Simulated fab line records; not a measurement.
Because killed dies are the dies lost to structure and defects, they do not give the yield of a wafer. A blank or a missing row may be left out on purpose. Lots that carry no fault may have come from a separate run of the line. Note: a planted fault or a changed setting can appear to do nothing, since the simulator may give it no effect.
Split-lot study || flow berkeley-cmos170 || 5 lots, 23 wafers read, on a route of 331 steps

== THE SPLIT ITSELF ==
At UCB170_START_OXIDATION_02 (target thk 20 nm, ox time 1800 s), the setting temp-c was moved away from the recipe's 950 C on 15 of the 23 wafers read, by +1.1% to +1.6%. This setting was run at the recipe's value on the other wafers.

There is no step in the file separating the split from the reading.

== THE READING ==
Values of START_OXIDE_THK in nm from UCB170_START_THK_MEAS_03. Fault-free wafers of this fab line usually give 20.1 nm, standard deviation 0.37 nm.

{"wafer": "L074.1", "tool, chamber at the split": "-, -", "temp-c as run, C": 962.3, "against the recipe": "+1.3%", "START_OXIDE_THK, nm": 22.9, "against lot-mates on the recipe": "no lot-mate on the recipe"}
{"wafer": "L074.2", "tool, chamber at the split": "-, -", "temp-c as run, C": 962.3, "against the recipe": "+1.3%", "START_OXIDE_THK, nm": 23.2, "against lot-mates on the recipe": "no lot-mate on the recipe"}
{"wafer": "L074.4", "tool, chamber at the split": "-, -", "temp-c as run, C": 962.3, "against the recipe": "+1.3%", "START_OXIDE_THK, nm": 23.2, "against lot-mates on the recipe": "no lot-mate on the recipe"}
{"wafer": "L074.5", "tool, chamber at the split": "-, -", "temp-c as run, C": 962.3, "against the recipe": "+1.3%", "START_OXIDE_THK, nm": 23.2, "against lot-mates on the recipe": "no lot-mate on the recipe"}
{"wafer": "L074.6", "tool, chamber at the split": "-, -", "temp-c as run, C": 962.3, "against the recipe": "+1.3%", "START_OXIDE_THK, nm": 23.2, "against lot-mates on the recipe": "no lot-mate on the recipe"}
{"wafer": "L076.1", "tool, chamber at the split": "-, -", "temp-c as run, C": 950, "against the recipe": "recipe", "START_OXIDE_THK, nm": 20.2, "against lot-mates on the recipe": "-"}
{"wafer": "L076.2", "tool, chamber at the split": "-, -", "temp-c as run, C": 950, "against the recipe": "recipe", "START_OXIDE_THK, nm": 20.4, "against lot-mates on the recipe": "-"}
{"wafer": "L076.3", "tool, chamber at the split": "-, -", "temp-c as run, C": 950, "against the recipe": "recipe", "START_OXIDE_THK, nm": 20.4, "against lot-mates on the recipe": "-"}
{"wafer": "L076.4", "tool, chamber at the split": "-, -", "temp-c as run, C": 950, "against the recipe": "recipe", "START_OXIDE_THK, nm": 20.9, "against lot-mates on the recipe": "-"}
{"wafer": "L076.6", "tool, chamber at the split": "-, -", "temp-c as run, C": 950, "against the recipe": "recipe", "START_OXIDE_THK, nm": 20.4, "against lot-mates on the recipe": "-"}
{"wafer": "L081.1", "tool, chamber at the split": "-, -", "temp-c as run, C": 964.9, "against the recipe": "+1.6%", "START_OXIDE_THK, nm": 23.2, "against lot-mates on the recipe": "no lot-mate on the recipe"}
{"wafer": "L081.2", "tool, chamber at the split": "-, -", "temp-c as run, C": 964.9, "against the recipe": "+1.6%", "START_OXIDE_THK, nm": 23.6, "against lot-mates on the recipe": "no lot-mate on the recipe"}
{"wafer": "L081.3", "tool, chamber at the split": "-, -", "temp-c as run, C": 964.9, "against the recipe": "+1.6%", "START_OXIDE_THK, nm": 23.6, "against lot-mates on the recipe": "no lot-mate on the recipe"}
{"wafer": "L081.5", "tool, chamber at the split": "-, -", "temp-c as run, C": 964.9, "against the recipe": "+1.6%", "START_OXIDE_THK, nm": 23.7, "against lot-mates on the recipe": "no lot-mate on the recipe"}
{"wafer": "L081.6", "tool, chamber at the split": "-, -", "temp-c as run, C": 964.9, "against the recipe": "+1.6%", "START_OXIDE_THK, nm": 23.7, "against lot-mates on the recipe": "no lot-mate on the recipe"}
{"wafer": "L082.1", "tool, chamber at the split": "furnace-03, 0", "temp-c as run, C": 950, "against the recipe": "recipe", "START_OXIDE_THK, nm": 20.6, "against lot-mates on the recipe": "-"}
{"wafer": "L082.2", "tool, chamber at the split": "furnace-03, 0", "temp-c as run, C": 950, "against the recipe": "recipe", "START_OXIDE_THK, nm": 20.5, "against lot-mates on the recipe": "-"}
{"wafer": "L082.4", "tool, chamber at the split": "furnace-03, 0", "temp-c as run, C": 950, "against the recipe": "recipe", "START_OXIDE_THK, nm": 20.4, "against lot-mates on the recipe": "-"}
{"wafer": "L084.1", "tool, chamber at the split": "-, -", "temp-c as run, C": 960.1, "against the recipe": "+1.1%", "START_OXIDE_THK, nm": 22.9, "against lot-mates on the recipe": "no lot-mate on the recipe"}
{"wafer": "L084.3", "tool, chamber at the split": "-, -", "temp-c as run, C": 960.1, "against the recipe": "+1.1%", "START_OXIDE_THK, nm": 22.5, "against lot-mates on the recipe": "no lot-mate on the recipe"}
{"wafer": "L084.4", "tool, chamber at the split": "-, -", "temp-c as run, C": 960.1, "against the recipe": "+1.1%", "START_OXIDE_THK, nm": 22.6, "against lot-mates on the recipe": "no lot-mate on the recipe"}
{"wafer": "L084.5", "tool, chamber at the split": "-, -", "temp-c as run, C": 960.1, "against the recipe": "+1.1%", "START_OXIDE_THK, nm": 22.5, "against lot-mates on the recipe": "no lot-mate on the recipe"}
{"wafer": "L084.6", "tool, chamber at the split": "-, -", "temp-c as run, C": 960.1, "against the recipe": "+1.1%", "START_OXIDE_THK, nm": 22.9, "against lot-mates on the recipe": "no lot-mate on the recipe"}

THE FIT
A straight line over all 23 wafers: START_OXIDE_THK changes by +2.01 nm for each +1% of temp-c; r = +0.99; the points scatter about the line by 0.19 nm.
Too few moved wafers have a lot-mate on the recipe to fit a line with each lot's own level taken away.

== THE WHOLE CHAIN: every reading that the file lists as answering this split, in the file's order ==
{"step": "UCB170_START_OXIDATION_02", "what it does": "target thk 20 nm, ox time 1800 s", "reading": "SiO2_of_START_OXIDATION_02.thk-nm (the simulator's own value, which no gauge read)", "change (the file's fit)": "+2 nm for each +1% of the setting", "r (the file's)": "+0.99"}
{"step": "UCB170_START_THK_MEAS_03", "what it does": "", "reading": "START_OXIDE_THK", "change (the file's fit)": "+2 for each +1% of the setting", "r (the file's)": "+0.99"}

== FILE'S OWN FIT ==
START_OXIDE_THK changes by +2 nm for each +1% of temp-c, r = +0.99.
